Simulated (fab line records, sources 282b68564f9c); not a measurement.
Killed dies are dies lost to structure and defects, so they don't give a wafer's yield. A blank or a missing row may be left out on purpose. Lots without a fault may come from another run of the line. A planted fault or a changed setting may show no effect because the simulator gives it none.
Which tool did it? | flow rit_cmos | 14 lots, 42 wafers sampled, at 1 step of a route of 202

WHAT THE GAUGES READ, wafer by wafer
The record holds no reading of a measuring or inspecting step that can be judged against a usual standard deviation.

WHICH TOOL RAN EACH LOT (tool, then ch and the chambers of the sampled wafers, then the start)
lot  | RIT_FOX2_OXIDATION_00
L268 | furnace-01 ch 0, day 1 18:34
L269 | furnace-04 ch 0, day 2 01:00
L270 | furnace-01 ch 0, day 2 05:09
L271 | furnace-03 ch 0, day 2 09:02
L272 | furnace-04 ch 0, day 2 13:07
L273 | furnace-03 ch 0, day 2 18:10
L274 | furnace-04 ch 0, day 3 02:29
L278 | furnace-03, day 3 19:07
L279 | furnace-03, day 4 04:22
L287 | furnace-03 ch 0, day 5 17:07
L288 | furnace-03 ch 0, day 5 23:41
L289 | furnace-04 ch 0, day 6 02:22
L290 | furnace-03 ch 0, day 6 07:09
L291 | furnace-04 ch 0, day 6 12:01
- RIT_FOX2_OXIDATION_00: target thk 350.7 nm, ox time 1130 s.

WHAT THE TOOLS THEMSELVES READ (means of the sampled wafers that have a number; where no wafer has one, the mark that the record gives instead)
RIT_FOX2_OXIDATION_00.
lot  | tool       | ox_temp_c (C) | ox_temp_c_max | zone_power_centre_pct (%) | zone_power_source_pct (%)
L268 | furnace-01 | 1100.0        | 1107.0        | 52.9                      | 40
L269 | furnace-04 | 1100.0        | 1106.3        | 57.1                      | 48
L270 | furnace-01 | 1100.3        | 1107.6        | 53.0                      | 40
L271 | furnace-03 | 1100.6        | 1105.1        | 56.8                      | 49
L272 | furnace-04 | 1099.4        | 1106.3        | 56.9                      | 49
L273 | furnace-03 | 1100.1        | 1104.1        | 56.7                      | 49
L274 | furnace-04 | 1099.7        | 1106.3        | 57.4                      | 49
L278 | furnace-03 | -             | -             | -                         | -
L279 | furnace-03 | -             | -             | -                         | -
L287 | furnace-03 | 1100.1        | 1104.1        | 56.5                      | 49
L288 | furnace-03 | 1100.0        | 1104.0        | 56.6                      | 49
L289 | furnace-04 | 1100.7        | 1107.1        | 57.0                      | 48
L290 | furnace-03 | 1100.2        | 1103.9        | 56.9                      | 48
L291 | furnace-04 | 1099.7        | 1106.7        | 57.1                      | 48

THE ANSWER, worked out from the rows above alone
Rule: what is usual is taken from the lots themselves. Put in order of their means at a reading, lots are off if they are a third of the lots or fewer, leave a main group of 4 or more, and stand apart from it by a gap of 3 or more times the standard deviation of the main group's means; of several such gaps the widest counts. A main group whose means are all the same, to the digits that the tables above print for the reading, isn't used. A lot without any number at a reading at which 4 lots or more have one is off too. The other lots that the step has rows for count as sound. The gauges are gone through in route order, then the tools' own readings, and for those a lot's mean is taken as printed above. The first step at which some lot is off is used, and at that step the reading that is off furthest; a lot without a number counts as furthest.
Off: L278, L279, at RIT_FOX2_OXIDATION_00 (ox_temp_c). Without a number there: L278, L279. The main group: mean 1100.1 C, standard deviation 0.35.
A tool fits if, at that step or a process step before it, it ran every lot that is off, and no sound lot after the first of them. None of those tried fits.

WHAT THE SIMULATOR HAD PUT IN
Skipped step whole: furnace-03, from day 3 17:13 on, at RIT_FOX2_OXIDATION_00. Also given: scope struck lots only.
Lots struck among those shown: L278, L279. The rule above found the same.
